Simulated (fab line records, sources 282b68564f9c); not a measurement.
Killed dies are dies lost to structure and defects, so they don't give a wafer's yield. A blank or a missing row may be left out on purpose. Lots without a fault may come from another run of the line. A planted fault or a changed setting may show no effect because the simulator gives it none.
fab line records | flow rit_cmos
record lots=6 wafers=18 last_day=7
route steps=202 shown REOX@99 NLDD@103 PLDD@114 SPACER@125 NSD@131 M1@202
lots that met no fault: from a run of the same line without faults
start_h: hours from the record's first day to the start of the lot's first wafer shown | wait_h: hours since the lot's step before | " the same as in the row above | L1.1+2: a row that stands for several wafers | - no value, or no start given | * or withheld: withheld | < > ~ a bound
route shown NAME@n: a module of which the file shows steps, and the number in the route of the first | usual: mean/standard deviation of fault-free wafers | same: alike in all rows | chamber/n: place in a boat | sites: the reading at each site | _std_site: their standard deviation | _edge_site: outer sites' mean less inner sites' | radius_mm: how far each site lies from the wafer's centre | mask NAME#n: copy n | behind: the tool/chamber that last shaped the wafer | hold: why the lot was held/for how many hours/how that ended | device: the transistor (n, p or np) that didn't switch | end of line: the same wafers' tests at the end of the route | a step without rows: its recipe alone | killed: dies lost to structure and defects at the first sort, not the wafer's yield | map: a wafer's dies, x killed, . not, _ none there
set.NAME: the setting as run; set.NAME@STEP: as run at that earlier step | model.NAME: the simulator's own value behind a step, which no gauge read
lots at some steps of the route; a table a step, a row a wafer
services: from which hour (start_h, from the record's first day; less than 0 if before it) a tool's chamber was out of use, for how many hours, and why
## steps
# step RIT_REOX_CLEAN_01
# recipe chemistry=dHF dilution=50:1 time_s=30
# step RIT_REOX_CLEAN_02
# recipe chemistry=SC2 mix=3:3:50 time_s=600 temp_c=75 dry=n2_spin
# step RIT_REOX_OXIDATION_03
# recipe temp_c=900 ambient=O2 target_thk_a=252 ox_time_s=5580
# step RIT_REOX_THK_MEAS_04
# recipe reads=SiO2_of_REOX_OXIDATION_03
# usual REOX_OXIDE_THK=25.3/0.5
# columns lot.wafer tool chamber start_h wait_h REOX_OXIDE_THK[nm]
L687.1 film_metro-02 - 64.85 0.0 26.2
L687.5 " - " " 25.6
L687.6 " - " " 25.5
L688.1 film_metro-02 - 70.46 0.0 26.0
L688.3 " - " " 25.8
L688.6 " - " " 25.7
L697.1 film_metro-02 - 114.52 0.0 25.8
L697.2 " - " " 26.0
L697.6 " - " " 26.4
L698.1 film_metro-02 - 120.08 0.0 25.7
L698.5 " - " " 25.8
L698.6 " - " " 25.8
L700.1 film_metro-02 - 130.87 0.0 24.9
L700.2 " - " " 25.2
L700.4 " - " " 25.3
L704.2 film_metro-02 - 152.33 0.0 24.9
L704.3 " - " " 25.3
L704.5 " - " " 25.0
# step RIT_NLDD_HMDS_00
# recipe prime_time_s=60 prime_temp_c=140
# step RIT_NLDD_COAT_01
# recipe resist=NOVOLAK spin_rpm=3250 resist_thk_nm=1000
# step RIT_NLDD_SOFTBAKE_02
# recipe resist=NOVOLAK temp_c=90 time_s=60
# step RIT_NLDD_EXPOSE_03
# recipe mask_id=M7 na=0.57 target_cd_nm=40700 dose_mj=250
# step RIT_NLDD_PEB_04
# recipe resist=NOVOLAK temp_c=withheld time_s=withheld
# step RIT_NLDD_DEVELOP_05
# recipe resist=NOVOLAK develop_time_s=50 dev_temp_c=23
# step RIT_NLDD_OVL_MEAS_06
# usual NLDD_OVL=0.2/1.1
# columns lot.wafer tool chamber start_h wait_h NLDD_OVL[nm]
L687.1 overlay-02 - 65.88 - 0.2
L687.5 " - " " 1.3
L687.6 " - " " 0.2
L688.1 overlay-01 - 71.62 - 0.1
L688.3 " - " " -0.9
L688.6 " - " " -0.1
L697.1 overlay-01 - 115.60 - 0.6
L697.2 " - " " -0.8
L697.6 " - " " 0.4
L698.1 overlay-02 - 120.99 - -0.3
L698.5 " - " " -0.8
L698.6 " - " " -2.1
L700.1 overlay-02 - 131.90 - 0.1
L700.2 " - " " 1.5
L700.4 " - " " 0.1
L704.2 overlay-02 - 153.36 - -0.7
L704.3 " - " " -1.3
L704.5 " - " " 0.2
# step RIT_NLDD_HARDBAKE_07
# recipe resist=NOVOLAK temp_c=140 time_s=60
# step RIT_NLDD_IMPLANT_08
# recipe species=P energy_kev=20 dose_cm2=5e+14 tilt_deg=7
# usual dose_ions_cm2=5e+14/5.8e+11 faraday_current_uA=1575/32
# columns lot.wafer tool chamber start_h wait_h dose_ions_cm2 faraday_current_uA
L687.1 implanter-01 0 66.09 0.1 4.991e+14 1559
L687.5 " 0 " " 4.989e+14 1620
L687.6 " 0 " " 4.998e+14 1618
L688.1 implanter-01 0 71.81 0.1 5.008e+14 1539
L688.3 " 0 " " 5.002e+14 1492
L688.6 " 0 " " 5e+14 1546
L697.1 implanter-02 0 115.79 0.1 4.993e+14 1541
L697.2 " 0 " " 5.001e+14 1544
L697.6 " 0 " " 4.996e+14 1604
L698.1 implanter-02 0 121.18 0.1 3.662e+14 1182
L698.5 " 0 " " 3.663e+14 1138
L698.6 " 0 " " 3.666e+14 1145
L700.1 implanter-02 0 132.09 0.1 3.66e+14 1110
L700.2 " 0 " " 3.653e+14 1164
L700.4 " 0 " " 3.655e+14 1138
L704.2 implanter-03 0 153.56 0.1 5.007e+14 1636
L704.3 " 0 " " 4.995e+14 1585
L704.5 " 0 " " 4.993e+14 1532
# step RIT_NLDD_STRIP_09
# recipe chemistry=O2 time_s=180 resist=NOVOLAK platen_temp_c=withheld power_w=500 pressure_mtorr=4000 o2_flow_sccm=4000
# usual drypump_motor_current_A=5.6/0.49
# same time_s=180
# columns lot.wafer tool chamber start_h wait_h drypump_motor_current_A rf_hours_counter_h
L687.1 plasma_asher-01 1 66.24 0.1 5.2 19
L687.5 " 1 " " 5.1 -
L687.6 " 0 " " 5.2 -
L688.1 plasma_asher-04 0 71.96 0.1 5.9 45
L688.3 " 0 " " 5.9 -
L688.6 " 0 " " 5.9 -
L697.1 plasma_asher-01 0 115.94 0.1 5.2 24
L697.2 " 1 " " 5.2 24
L697.6 " 0 " " 5.2 -
L698.1 plasma_asher-04 0 121.33 0.1 5.8 0
L698.5 " 0 " " 5.8 -
L698.6 " 1 " " 5.7 -
L700.1 plasma_asher-04 0 132.24 0.1 5.9 1
L700.2 " 1 " " 5.7 1
L700.4 " 0 " " 5.9 -
L704.2 plasma_asher-04 0 153.69 0.1 5.9 4
L704.3 " 0 " " 5.9 -
L704.5 " 0 " " 5.9 -
# step RIT_NLDD_TW_MEAS_10
# usual NLDD_TW=2491/21
# columns lot.wafer tool chamber start_h wait_h NLDD_TW
L687.1 film_metro-04 - 66.41 0.1 2486
L687.5 " - " " 2469
L687.6 " - " " 2494
L688.1 film_metro-04 - 72.13 0.1 2486
L688.3 " - " " 2495
L688.6 " - " " 2490
L697.1 film_metro-03 - 116.11 0.1 2506
L697.2 " - " " 2526
L697.6 " - " " 2527
L698.1 film_metro-03 - 121.50 0.1 2304
L698.5 " - " " 2296
L698.6 " - " " 2305
L700.1 film_metro-03 - 132.41 0.1 2291
L700.2 " - " " 2310
L700.4 " - " " 2296
L704.2 film_metro-04 - 153.87 0.1 2456
L704.3 " - " " 2442
L704.5 " - " " 2464
# step RIT_PLDD_HMDS_00
# recipe prime_time_s=60 prime_temp_c=140
# step RIT_PLDD_COAT_01
# recipe resist=NOVOLAK spin_rpm=3250 resist_thk_nm=1000
# step RIT_PLDD_SOFTBAKE_02
# recipe resist=NOVOLAK temp_c=90 time_s=60
# step RIT_PLDD_EXPOSE_03
# recipe mask_id=M8 na=0.57 target_cd_nm=40900 dose_mj=250
# step RIT_PLDD_PEB_04
# recipe resist=NOVOLAK temp_c=withheld time_s=withheld
# step RIT_PLDD_DEVELOP_05
# recipe resist=NOVOLAK develop_time_s=50 dev_temp_c=23
# step RIT_PLDD_OVL_MEAS_06
# usual PLDD_OVL=0.0/1.1
# columns lot.wafer tool chamber start_h wait_h PLDD_OVL[nm]
L687.1 overlay-01 - 67.45 - -1.1
L687.5 " - " " -1.2
L687.6 " - " " -0.1
L688.1 overlay-01 - 73.17 - 0.1
L688.3 " - " " -1.5
L688.6 " - " " -0.6
L697.1 overlay-02 - 117.16 - 1.2
L697.2 " - " " 1.8
L697.6 " - " " 2.7
L698.1 overlay-02 - 122.54 - 0.3
L698.5 " - " " 0.9
L698.6 " - " " -0.2
L700.1 overlay-02 - 133.32 - 0.2
L700.2 " - " " -0.7
L700.4 " - " " -0.2
L704.2 overlay-02 - 154.91 - 1.0
L704.3 " - " " -0.3
L704.5 " - " " 0.5
# step RIT_PLDD_HARDBAKE_07
# recipe resist=NOVOLAK temp_c=140 time_s=60
# step RIT_PLDD_IMPLANT_08
# recipe species=BF2 energy_kev=20 dose_cm2=9e+14 tilt_deg=7
# step RIT_PLDD_STRIP_09
# recipe chemistry=O2 time_s=180 resist=NOVOLAK platen_temp_c=withheld power_w=500 pressure_mtorr=4000 o2_flow_sccm=4000
# usual drypump_motor_current_A=5.6/0.36
# same time_s=180
# columns lot.wafer tool chamber start_h wait_h drypump_motor_current_A rf_hours_counter_h
L687.1 plasma_asher-02 0 67.78 0.1 6.1 46
L687.5 " 0 " " 6.2 -
L687.6 " 1 " " 5.1 -
L688.1 plasma_asher-04 0 73.50 0.1 5.9 45
L688.3 " 0 " " 5.9 -
L688.6 " 0 " " 5.9 -
L697.1 plasma_asher-02 0 117.49 0.1 6.2 51
L697.2 " 1 " " 5.2 51
L697.6 " 0 " " 6.2 -
L698.1 plasma_asher-02 1 122.87 0.1 5.2 52
L698.5 " 1 " " 5.1 -
L698.6 " 0 " " 6.2 -
L700.1 plasma_asher-04 0 133.66 0.1 5.8 2
L700.2 " 1 " " 5.7 2
L700.4 " 1 " " 5.7 -
L704.2 plasma_asher-02 0 155.24 0.1 6.2 55
L704.3 " 0 " " 6.2 -
L704.5 " 0 " " 6.2 -
# step RIT_PLDD_TW_MEAS_10
# usual PLDD_TW=2345/23
# columns lot.wafer tool chamber start_h wait_h PLDD_TW
L687.1 film_metro-01 - 67.96 0.1 2355
L687.5 " - " " 2338
L687.6 " - " " 2350
L688.1 film_metro-03 - 73.68 0.1 2375
L688.3 " - " " 2366
L688.6 " - " " 2371
L697.1 film_metro-04 - 117.67 0.1 2313
L697.2 " - " " 2320
L697.6 " - " " 2310
L698.1 film_metro-04 - 123.05 0.1 2318
L698.5 " - " " 2320
L698.6 " - " " 2316
L700.1 film_metro-04 - 133.84 0.1 2311
L700.2 " - " " 2327
L700.4 " - " " 2330
L704.2 film_metro-01 - 155.42 0.1 2363
L704.3 " - " " 2366
L704.5 " - " " 2361
# step RIT_SPACER_CLEAN_00
# recipe chemistry=SC1 mix=3:3:50 time_s=600 temp_c=75
# step RIT_SPACER_CLEAN_01
# recipe chemistry=dHF dilution=50:1 time_s=30
# step RIT_SPACER_CLEAN_02
# recipe chemistry=SC2 mix=3:3:50 time_s=600 temp_c=75 dry=n2_spin
# step RIT_SPACER_CVD_03
# recipe material=Si3N4 target_thk_nm=250 temp_c=810 precursor=SiH2Cl2/NH3 time_s=3300 pressure_mtorr=300 sih2cl2_flow_sccm=60 nh3_flow_sccm=150
# step RIT_SPACER_THK_MEAS_04
# recipe reads=Si3N4_of_SPACER_CVD_03
# usual SPACER_NITRIDE_THK=251.3/2.3
# columns lot.wafer tool chamber start_h wait_h SPACER_NITRIDE_THK[nm]
L687.1 film_metro-04 - 70.30 0.0 252.9
L687.5 " - " " 255.4
L687.6 " - " " 251.8
L688.1 film_metro-04 - 76.05 0.0 252.8
L688.3 " - " " 250.9
L688.6 " - " " 253.9
L697.1 film_metro-02 - 120.01 0.0 248.8
L697.2 " - " " 249.5
L697.6 " - " " 249.0
L698.1 film_metro-02 - 125.39 0.0 250.1
L698.5 " - " " 247.0
L698.6 " - " " 248.7
L700.1 film_metro-01 - 136.18 0.0 251.4
L700.2 " - " " 250.2
L700.4 " - " " 250.4
L704.2 film_metro-01 - 157.97 0.0 250.6
L704.3 " - " " 249.0
L704.5 " - " " 250.3
# step RIT_SPACER_ETCHBACK_05
# recipe target_depth_a=2500 SF6_flow_sccm=30 CHF3_flow_sccm=30 target=Si3N4 chemistry=SF6/CHF3 pressure_mtorr=40 rf_w=250 time_s=240 stop_on=SiO2
# usual drypump_motor_current_A=5.7/0.46 oes_product_au=0.843/0.012 throttle_valve_pct=10.24/0.15
# same time_s=240
# columns lot.wafer tool chamber start_h wait_h drypump_motor_current_A oes_product_au rf_hours_counter_h throttle_valve_pct
L687.1 rie_diel-02 3 70.36 0.1 5.9 0.858 131 9.98
L687.5 " 1 " " 5.8 0.864 - 10.24
L687.6 " 0 " " 5.4 0.836 - 9.98
L688.1 rie_diel-01 3 76.11 0.1 5.1 0.854 98 10.25
L688.3 " 2 " " 5.7 0.846 24 10.12
L688.6 " 2 " " 5.7 0.853 - 10.13
L697.1 rie_diel-02 1 120.07 0.1 5.7 0.848 89 10.24
L697.2 " 0 " " 5.4 0.834 94 9.97
L697.6 " 0 " " 5.4 0.840 - 9.99
L698.1 rie_diel-01 3 125.45 0.1 5.1 0.839 99 10.23
L698.5 " 2 " " 5.7 0.836 - 10.14
L698.6 " 1 " " 6.4 0.820 - 10.38
L700.1 rie_diel-02 2 136.24 0.1 5.8 0.851 59 10.21
L700.2 " 0 " " 5.4 0.844 94 9.97
L700.4 " 0 " " 5.4 0.833 - 9.98
L704.2 rie_diel-02 2 158.02 0.0 5.8 0.842 59 10.24
L704.3 " 1 " " 5.7 0.851 90 10.23
L704.5 " 2 " " 5.8 0.838 - 10.23
# step RIT_NSD_HMDS_00
# recipe prime_time_s=60 prime_temp_c=140
# step RIT_NSD_COAT_01
# recipe resist=NOVOLAK spin_rpm=3250 resist_thk_nm=1000
# step RIT_NSD_SOFTBAKE_02
# recipe resist=NOVOLAK temp_c=90 time_s=60
# step RIT_NSD_EXPOSE_03
# recipe mask_id=M9 na=0.57 target_cd_nm=40700 dose_mj=250
# step RIT_NSD_PEB_04
# recipe resist=NOVOLAK temp_c=withheld time_s=withheld
# step RIT_NSD_DEVELOP_05
# recipe resist=NOVOLAK develop_time_s=50 dev_temp_c=23
# step RIT_NSD_OVL_MEAS_06
# usual NSD_OVL=0.0/1.4
# columns lot.wafer tool chamber start_h wait_h NSD_OVL[nm]
L687.1 overlay-02 - 71.60 - -0.8
L687.5 " - " " 1.1
L687.6 " - " " -0.8
L688.1 overlay-01 - 77.11 - 3.3
L688.3 " - " " 2.9
L688.6 " - " " 2.2
L697.1 overlay-01 - 121.20 - 1.6
L697.2 " - " " -0.4
L697.6 " - " " 0.1
L698.1 overlay-01 - 126.45 - 0.9
L698.5 " - " " 1.1
L698.6 " - " " 0.7
L700.1 overlay-01 - 137.36 - 1.0
L700.2 " - " " -0.8
L700.4 " - " " -1.5
L704.2 overlay-01 - 159.17 - 0.5
L704.3 " - " " -2.1
L704.5 " - " " -0.5
# step RIT_NSD_HARDBAKE_07
# recipe resist=NOVOLAK temp_c=140 time_s=60
# step RIT_NSD_IMPLANT_08
# recipe species=P energy_kev=25 dose_cm2=1e+15 tilt_deg=7
# step RIT_NSD_STRIP_09
# recipe chemistry=O2 time_s=180 resist=NOVOLAK platen_temp_c=withheld power_w=500 pressure_mtorr=4000 o2_flow_sccm=4000
# usual drypump_motor_current_A=5.8/0.59
# same time_s=180
# columns lot.wafer tool chamber start_h wait_h drypump_motor_current_A rf_hours_counter_h
L687.1 plasma_asher-03 1 71.94 0.1 5.7 45
L687.5 " 1 " " 5.7 -
L687.6 " 0 " " 6.7 -
L688.1 plasma_asher-02 1 77.45 0.1 5.1 47
L688.3 " 0 " " 6.2 -
L688.6 " 1 " " 5.1 -
L697.1 plasma_asher-03 1 121.53 0.1 5.7 51
L697.2 " 0 " " 6.6 51
L697.6 " 1 " " 5.7 -
L698.1 plasma_asher-03 0 126.79 0.1 6.7 51
L698.5 " 1 " " 5.7 -
L698.6 " 0 " " 6.7 -
L700.1 plasma_asher-02 0 137.70 0.1 6.1 54
L700.2 " 1 " " 5.1 54
L700.4 " 0 " " 6.1 -
L704.2 plasma_asher-03 0 159.50 0.1 6.7 55
L704.3 " 0 " " 6.7 -
L704.5 " 1 " " 5.7 -
# step RIT_SDANNEAL_RS_MEAS_07
# recipe thk_meas_gauge=four-point-probe
# usual NLDD_RS=151.6/0.47
# columns lot.wafer tool chamber start_h wait_h NLDD_RS[ohm/sq]
L687.1 film_metro-04 - 74.50 0.1 151.3
L687.5 " - " " 150.8
L687.6 " - " " 151.2
L688.1 film_metro-04 - 80.03 0.1 151.0
L688.3 " - " " 151.3
L688.6 " - " " 151.6
L697.1 film_metro-04 - 124.01 0.1 151.5
L697.2 " - " " 152.1
L697.6 " - " " 151.6
L698.1 film_metro-03 - 129.35 0.1 195.5
L698.5 " - " " 195.1
L698.6 " - " " 194.7
L700.1 film_metro-03 - 140.32 0.1 194.6
L700.2 " - " " 195.0
L700.4 " - " " 194.1
L704.2 film_metro-03 - 162.12 0.1 151.2
L704.3 " - " " 151.4
L704.5 " - " " 151.5
# step RIT_M1_PROBE_99
# usual killed_at_front_end=7.5/2.8 killed_dies=7.6/2.8 killed_open=3.9/2.1 killed_short=3.7/1.7
# same gross_dies=264 killed_at_M0_to_M3=0 killed_at_M4_up=0 killed_at_back_side=0 killed_at_contacts=0 killed_at_other=0
# columns lot.wafer tool chamber start_h wait_h killed_at_front_end killed_dies killed_open killed_short model.etest.nmos_0p15.r_on_ohm_um model.etest.nmos_0p3.r_on_ohm_um model.etest.nldd.rs_ohm_sq model.etest.nmos_turned.drive_ua_um model.etest.nmos_0p15.drive_ua_um model.etest.nldd.line_ohm_um model.etest.nmos_narrow.drive_ua_um model.etest.nmos_0p3.drive_ua_um
L687.1 prober-02 - 81.52 0.1 9 9 6 3 1155 2194 378.2 309.2 450.9 120.6 218.8 221.6
L687.5 prober-02 - 81.72 0.2 10 10 6 4 1068 2140 366.8 326.4 470.4 116.7 215.5 217.6
L687.6 prober-02 - 81.77 0.2 6 6 3 3 1079 2138 365.6 332 468.5 116.5 214.4 220.7
L688.1 prober-01 - 86.98 0.1 11 11 5 4 1193 2223 414.4 297.4 456.1 131.8 220.6 222.6
L688.3 prober-01 - 87.08 0.2 14 14 9 5 1216 2283 414.6 289.2 441.2 132 207.2 216.6
L688.6 prober-01 - 87.23 0.2 6 6 1 5 1178 2223 410.1 291.4 448.2 130.6 217.7 220.3
L697.1 prober-02 - 131.15 0.1 5 5 1 4 1102 2123 365.6 328.1 478.3 115.1 238.3 230.8
L697.2 prober-02 - 131.20 0.1 9 9 7 2 1135 2154 368 309.9 451.1 114.9 226.9 225
L697.6 prober-02 - 131.40 0.2 8 8 2 6 1118 2140 374 310 467.5 117.4 232.3 227.4
L698.1 prober-01 - 136.31 0.1 5 5 2 3 1387 2407 517 211.4 391.7 163 207.7 207.1
L698.5 prober-01 - 136.51 0.2 6 6 4 2 1343 2366 516.1 219.1 406.3 162.1 211.9 212.9
L698.6 prober-01 - 136.56 0.2 5 5 2 3 1358 2404 516.1 212.1 393.8 161.7 207.3 206.5
L700.1 prober-01 - 148.61 0.1 6 6 2 4 1277 2324 482.6 241.2 416.2 152.4 214.5 210.8
L700.2 prober-01 - 148.66 0.1 8 8 4 4 1255 2299 488.9 237.1 417.8 153.6 217 213.1
L700.4 prober-01 - 148.76 0.2 1 1 1 0 1254 2320 489 239.5 421.4 156.2 220.5 214.8
L704.2 prober-01 - 169.53 0.1 12 12 6 5 1090 2157 370 339.1 494.5 115.9 224.1 225.8
L704.3 prober-01 - 169.58 0.2 3 3 2 1 1092 2161 375 332.8 489 118 221.1 220.8
L704.5 prober-01 - 169.68 0.2 11 11 6 5 1091 2164 369.2 334.5 489 117.3 222.3 224.2
# killed by level:class
L687.1 SILICIDE:geometric_particle:open=3 GATE:geometric_particle:open=2 FOX1:geometric_particle:open=1 GATE:geometric_particle:short=1 REOX:geometric_particle:short=1 SPACER:geometric_particle:short=1
L687.5 GATE:geometric_particle:open=3 SPACER:geometric_particle:short=2 SPACER:geometric_particle:open=2 FOX1:geometric_particle:short=1 GATE:geometric_particle:short=1 REOX:geometric_particle:open=1
L687.6 GATE:geometric_particle:open=2 GATE:geometric_particle:short=1 SPACER:geometric_particle:short=1 SILICIDE:geometric_particle:short=1 SILICIDE:geometric_particle:open=1
L688.1 GATE:geometric_particle:open=2 REOX:geometric_particle:short=2 FOX1:geometric_particle:open=1 FOX2:geometric_particle:open=1 SPACER:geometric_particle:open=1 SPACER:geometric_particle:short=1 SILICIDE:geometric_particle:short=1 NRETRO:coat_microbubble_printed=1
L688.3 FOX2:geometric_particle:open=3 GATE:geometric_particle:short=2 SPACER:geometric_particle:open=2 SILICIDE:geometric_particle:open=2 FOX2:geometric_particle:short=1 GATE:geometric_particle:open=1 REOX:geometric_particle:open=1 REOX:geometric_particle:short=1
L688.6 FOX1:geometric_particle:short=2 GATE:geometric_particle:short=1 SPACER:geometric_particle:short=1 SPACER:geometric_particle:open=1 SILICIDE:geometric_particle:short=1
L697.1 SPACER:geometric_particle:short=2 GATE:geometric_particle:short=2 GATE:geometric_particle:open=1
L697.2 SPACER:geometric_particle:open=4 FOX1:geometric_particle:open=1 FOX2:geometric_particle:open=1 FOX2:geometric_particle:short=1 REOX:geometric_particle:open=1 SPACER:geometric_particle:short=1
L697.6 FOX1:geometric_particle:short=4 SPACER:geometric_particle:short=2 FOX1:geometric_particle:open=1 SPACER:geometric_particle:open=1
L698.1 GATE:geometric_particle:short=2 SPACER:geometric_particle:open=1 SILICIDE:geometric_particle:open=1 SILICIDE:geometric_particle:short=1
L698.5 SPACER:geometric_particle:open=3 GATE:geometric_particle:short=1 SPACER:geometric_particle:short=1 SILICIDE:geometric_particle:open=1
L698.6 FOX1:geometric_particle:short=1 REOX:geometric_particle:open=1 SPACER:geometric_particle:short=1 SILICIDE:geometric_particle:short=1 SILICIDE:geometric_particle:open=1
L700.1 GATE:geometric_particle:short=3 FOX2:geometric_particle:short=1 GATE:geometric_particle:open=1 SILICIDE:geometric_particle:open=1
L700.2 FOX1:geometric_particle:open=2 FOX1:geometric_particle:short=1 GATE:geometric_particle:open=1 GATE:geometric_particle:short=1 SPACER:geometric_particle:short=1 SILICIDE:geometric_particle:short=1 SILICIDE:geometric_particle:open=1
L700.4 SPACER:geometric_particle:open=1
L704.2 FOX1:geometric_particle:open=2 GATE:geometric_particle:open=2 SPACER:geometric_particle:short=2 FOX1:geometric_particle:short=1 FOX2:geometric_particle:short=1 REOX:geometric_particle:short=1 SPACER:geometric_particle:open=1 SILICIDE:geometric_particle:open=1
L704.3 FOX1:geometric_particle:short=1 FOX1:geometric_particle:open=1 SPACER:geometric_particle:open=1
L704.5 FOX1:geometric_particle:open=2 GATE:geometric_particle:open=2 GATE:geometric_particle:short=2 FOX1:geometric_particle:short=1 FOX2:geometric_particle:short=1 REOX:geometric_particle:short=1 SPACER:geometric_particle:open=1 SILICIDE:geometric_particle:open=1
## services
# columns tool chamber start_h hours kind
implanter-01 - 43.62 3.7 pm
implanter-02 - 57.03 3.3 repair
implanter-03 - 58.39 4.1 pm
rie_diel-02 2 59.42 3.3 repair
plasma_asher-04 - 108.75 9.0 pm
plasma_asher-04 0 108.75 9.0 vent_cycle
plasma_asher-04 1 108.75 9.0 vent_cycle
plasma_asher-04 0 117.75 - clean
plasma_asher-04 1 117.75 - clean
rie_diel-02 1 131.27 15.7 repair
plasma_asher-03 - 132.28 2.8 pm
rie_diel-01 1 136.59 - clean
rie_diel-01 1 136.59 16.5 scheduled_down
rie_diel-01 1 136.59 16.5 vent_cycle
plasma_asher-01 - 137.26 4.1 repair
implanter-02 - 141.49 2.8 repair
rie_diel-01 3 151.22 2.0 repair
implanter-01 - 152.90 3.9 repair
## key
first_sign step=RIT_NLDD_IMPLANT_08 reading=dose_ions_cm2 direction=down sigmas=99+ usual=5e+14 struck=3.66e+14
effect step=RIT_NLDD_IMPLANT_08 reading=faraday_current_uA direction=down sigmas=13 usual=1575 struck=1146
effect step=RIT_NLDD_TW_MEAS_10 reading=NLDD_TW direction=down sigmas=9.2 usual=2491 struck=2300
effect step=RIT_SDANNEAL_RS_MEAS_07 reading=NLDD_RS direction=up sigmas=92 usual=151.6 struck=194.8
model_effect step=RIT_M1_PROBE_99 value=etest.nmos_0p15.r_on_ohm_um without=1127 struck=1312
met_at RIT_NLDD_IMPLANT_08
struck_wafers L698.1,L698.5,L698.6,L700.1,L700.2,L700.4
tester_left_out L698,L700
onset_between 115.79 121.18
fault kind=process_parameter_drift tool=implanter-02 chamber=- onset_h=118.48 steps=RIT_NLDD_IMPLANT_08 channel=dose_cm2 offset=-1.3397e+14 shape=step end_h=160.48 acts_in=these_recipes_only stated=5e+14
# tester_left_out: of these lots the tester's yield and bins aren't shown, on N5 and GAA mostly nor the transistor test; their killed dies are dies lost to structure and defects alone, not to doping, threshold or leakage, so they don't give the yield
